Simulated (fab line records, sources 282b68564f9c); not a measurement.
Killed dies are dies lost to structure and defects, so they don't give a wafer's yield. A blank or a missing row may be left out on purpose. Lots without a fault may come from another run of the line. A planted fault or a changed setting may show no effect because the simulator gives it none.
A struck lot beside a sound one | flow rit_cmos | 32 steps out of a route of 202
Sound: wafers L287.1, L287.3, L287.4. Struck: wafers L294.1, L294.5, L294.6. The cause comes at the end.
At each step with rows: each side's tool, then ch and its chambers, then its first start. Under that, the readings that differ: sound wafers | struck wafers | difference of the means | sigmas: that difference in standard deviations of wafers without a fault.
alike: readings whose means differ by less than 2 such deviations, and words and numbers that are the same on both sides. not compared: withheld readings, readings that some wafer has no value for, bounds like >300 that may hide the same value, and numbers for which the record gives no deviation and whose values overlap.
The two part at a step that has a row with sigmas, a row that says differs or no value, or rows on one side only. Numbers that don't overlap but have no deviation are shown without sigmas and don't part them. A reading that every wafer of one side lacks parts them only if that side has two wafers or more.

RIT_ACTIVE_BOW_MEAS_00:
  sound on film_metro-02, day 2 06:00; struck on film_metro-02, day 3 17:00
  alike: INCOMING_BOW
RIT_ACTIVE_OXIDATION_01: target thk 46.8 nm, ox time 3360 s.
  sound on furnace-04 ch 0, day 2 07:16; struck on furnace-04 ch 0, day 3 17:49
RIT_ACTIVE_THK_MEAS_02:
  sound on film_metro-02, day 2 09:12; struck on film_metro-01, day 3 19:44
  alike: ACTIVE_OXIDE_THK
then, 1 step without rows for these wafers: RIT_ACTIVE_CVD_03 (deposits Si3N4 from SiH2Cl2/NH3, target thk 150 nm, time 1537 s).
RIT_ACTIVE_THK_MEAS_04:
  sound on film_metro-01, day 2 10:41; struck on film_metro-01, day 3 21:13
  alike: ACTIVE_NITRIDE_THK
then, 6 steps without rows for these wafers: RIT_ACTIVE_HMDS_05 (prime time 60 s); RIT_ACTIVE_COAT_06 (resist thk 991.5 nm); RIT_ACTIVE_SOFTBAKE_07 (time 60 s); RIT_ACTIVE_EXPOSE_08 (exposes mask M1, target cd 1400 nm); RIT_ACTIVE_PEB_09; RIT_ACTIVE_DEVELOP_10 (develop time 50 s).
RIT_ACTIVE_CD_MEAS_11: target cd 1400 nm.
  sound on cd_sem-01, day 2 11:35; struck on cd_sem-02, day 3 22:15
  alike: cd_nm
then, 1 step without rows for these wafers: RIT_ACTIVE_HARDBAKE_12 (time 60 s).
RIT_ACTIVE_ETCH_13: etches Si3N4 in SF6, stops on SiO2, time 210 s, target depth 210 nm.
  sound on rie_diel-02 ch 0,1,2, day 2 11:52; struck on rie_diel-04 ch 0,1, day 3 22:31
  reading               | sound             | struck            | difference | sigmas
  oes_product_au (a.u.) | 0.840 0.861 0.847 | 0.814 0.818 0.828 | -0.029     | -2
  alike: drypump_motor_current_A, throttle_valve_pct
  not compared: rf_hours_counter_h
RIT_ACTIVE_STRIP_14: strips in O2, time 180 s.
  sound on plasma_asher-01 ch 0,1, day 2 11:59; struck on plasma_asher-02 ch 0,1, day 3 22:40
  alike: drypump_motor_current_A
  not compared: rf_hours_counter_h
RIT_ACTIVE_CD_MEAS_90: target cd 1400 nm.
  sound on cd_sem-01, day 2 12:10; struck on cd_sem-02, day 3 22:50
  alike: cd_nm
then, 4 steps without rows for these wafers: RIT_ACTIVE_CLEAN_15 (cleans in SC1, time 600 s); RIT_ACTIVE_CLEAN_16 (cleans in dHF, time 30 s); RIT_ACTIVE_CLEAN_17 (cleans in SC2, time 600 s); RIT_FOX1_OXIDATION_00 (target thk 350.7 nm, ox time 1130 s).
RIT_FOX1_THK_MEAS_01:
  sound on film_metro-02, day 2 15:19; struck on film_metro-02, day 4 04:11
  alike: FOX1_OXIDE_THK
then, 2 steps without rows for these wafers: RIT_FOX1_WET_ETCH_02 (etches SiO2 in BOE, target depth 350 nm, time 390 s); RIT_FOX2_OXIDATION_00 (target thk 350.7 nm, ox time 1130 s).
RIT_FOX2_THK_MEAS_01:
  sound on film_metro-01, day 2 17:19; struck on film_metro-03, day 4 10:04
  alike: FOX2_OXIDE_THK
then, 2 steps without rows for these wafers: RIT_FOX2_CLEAN_02 (cleans in dHF, time 180 s); RIT_FOX2_WET_ETCH_03 (etches Si3N4 in H3PO4, target depth 195 nm, time 2700 s).
RIT_FOX2_THK_MEAS_90:
  sound on film_metro-03, day 2 18:16; struck on film_metro-03, day 4 10:56
  alike: FIELD_OXIDE_LEFT_1_THK
then, 4 steps without rows for these wafers: RIT_NWELL_HMDS_00 (prime time 58.79 s); RIT_NWELL_COAT_01 (resist thk 1300 nm); RIT_NWELL_SOFTBAKE_02 (time 60 s); RIT_NWELL_EXPOSE_03 (exposes mask M2, target cd 43900 nm).
-- the record jumps here: 2 days lie between the struck wafers' starts before and after (it left off in module NWELL and takes up again in module M1, whose first step shown is number 202 of the route) --
RIT_M1_PROBE_99:
  sound on prober-02, day 4 15:35; struck on prober-01, day 6 15:11
  reading             | sound  | struck      | difference | sigmas
  killed_at_front_end | 13 9 4 | 182 166 163 | +162       | +58
  killed_dies         | 13 9 4 | 182 166 163 | +162       | +56
  killed_on_rim       | 6 4 1  | 53 38 45    | +42        | +28
  alike: killed_at_contacts, killed_open, killed_short

WHERE THEY PART
First at RIT_ACTIVE_ETCH_13; last, within this record, at RIT_M1_PROBE_99.

WHY: what the simulator had put in
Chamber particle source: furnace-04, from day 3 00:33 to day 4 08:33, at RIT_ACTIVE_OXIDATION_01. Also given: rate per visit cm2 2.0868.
